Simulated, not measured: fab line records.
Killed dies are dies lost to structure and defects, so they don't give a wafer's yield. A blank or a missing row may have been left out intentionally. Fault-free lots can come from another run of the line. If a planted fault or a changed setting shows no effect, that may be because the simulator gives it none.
A struck lot beside a sound one    flow rit cmos    18 out of 202 route steps
Sound: wafers L561.3, L561.5, L561.6. Wafers L574.4, L574.5, L574.6 were the ones struck. The cause is named last.
Each step with rows lists, per side, the tool, then ch with its chambers, then its first start. Under that, the readings that differ: sound wafers    struck wafers    difference of the means    sigmas: that difference in standard deviations of wafers without a fault.
alike: readings whose means differ by less than 2 such deviations, and words and numbers that are the same on both sides. not compared: withheld readings, readings that some wafer has no value for, bounds like >300 that may hide the same value, and numbers for which the record gives no deviation and whose values overlap.
Wherever a step has rows on one side only, a row that says differs or no value, or a row with sigmas, the two part there. Numbers that have no deviation but don't overlap get no sigmas and don't part them. Lack of a reading on every wafer of one side parts them only where that side has two or more wafers.

first, 2 steps without rows for these wafers: RIT_ACTIVE_CLEAN_17 (cleans in SC2, time 600 s); RIT_FOX1_OXIDATION_00 (target thk 350.7 nm, ox time 1130 s).
RIT_FOX1_THK_MEAS_01:
  sound: film metro-02 at day 3 20:51; struck: film metro-03 at day 6 11:51
  alike: FOX1_OXIDE_THK
then, 2 steps without rows for these wafers: RIT_FOX1_WET_ETCH_02 (etches SiO2 in BOE, target depth 350 nm, time 390 s); RIT_FOX2_OXIDATION_00 (target thk 350.7 nm, ox time 1169 s).
RIT_FOX2_THK_MEAS_01:
  sound: film metro-01 at day 3 22:56; struck: film metro-03 at day 6 13:21
  alike: FOX2_OXIDE_THK
then, 2 steps without rows for these wafers: RIT_FOX2_CLEAN_02 (cleans in dHF, time 180 s); RIT_FOX2_WET_ETCH_03 (etches Si3N4 in H3PO4, target depth 195 nm, time 2700 s).
RIT_FOX2_THK_MEAS_90:
  sound: film metro-03 at day 3 23:49; struck: film metro-04 at day 6 14:18
  alike: FIELD_OXIDE_LEFT_1_THK
then, 3 steps without rows for these wafers: RIT_NWELL_HMDS_00 (prime time 60 s); RIT_NWELL_COAT_01 (resist thk 1300 nm); RIT_NWELL_SOFTBAKE_02 (time 60 s).
RIT_NWELL_EXPOSE_03: exposes mask M2, target cd 43900 nm.
  sound on iline stepper-01 ch 0, day 4 00:29; struck on iline stepper-01 ch 0, day 6 14:50
reading                        sound                    struck                difference  sigmas
model.NWELL.overlay x nm (nm)  -0.5072 -0.5072 -0.5072  -179.7 -179.7 -179.7  -179.2      
  alike: mask, focus offset nm
then, 2 steps without rows for these wafers: RIT_NWELL_PEB_04; RIT_NWELL_DEVELOP_05 (develop time 68 s).
RIT_NWELL_OVL_MEAS_06:
  sound: overlay-02 at day 4 00:53; struck: overlay-01 at day 6 15:14
reading         sound         struck                difference  sigmas
NWELL_OVL (nm)  2.3 -0.5 0.6  -179.6 -177.4 -178.6  -179.3      -99 or more
then, 1 step without rows for these wafers: RIT_NWELL_HARDBAKE_07 (time 120 s).
RIT_M1_PROBE_99:
  sound: prober-02 at day 5 15:45; struck: prober-01 at day 8 04:50
reading                                  sound              struck             difference  sigmas
model.etest.well edge right.line ohm um  175.7 178.8 178.7  186.5 189.9 191.6  +11.6       
model.etest.well edge left.line ohm um   178.7 178.8 180.3  169.4 172.1 172.1  -8.1        
  alike: killed at front end, killed dies, killed open, killed short

## WHERE THEY PART
Within this record, at RIT_NWELL_OVL_MEAS_06 only. Later steps at which nothing parts them and some readings are alike: RIT_M1_PROBE_99.

WHY: what had been put in by the simulator
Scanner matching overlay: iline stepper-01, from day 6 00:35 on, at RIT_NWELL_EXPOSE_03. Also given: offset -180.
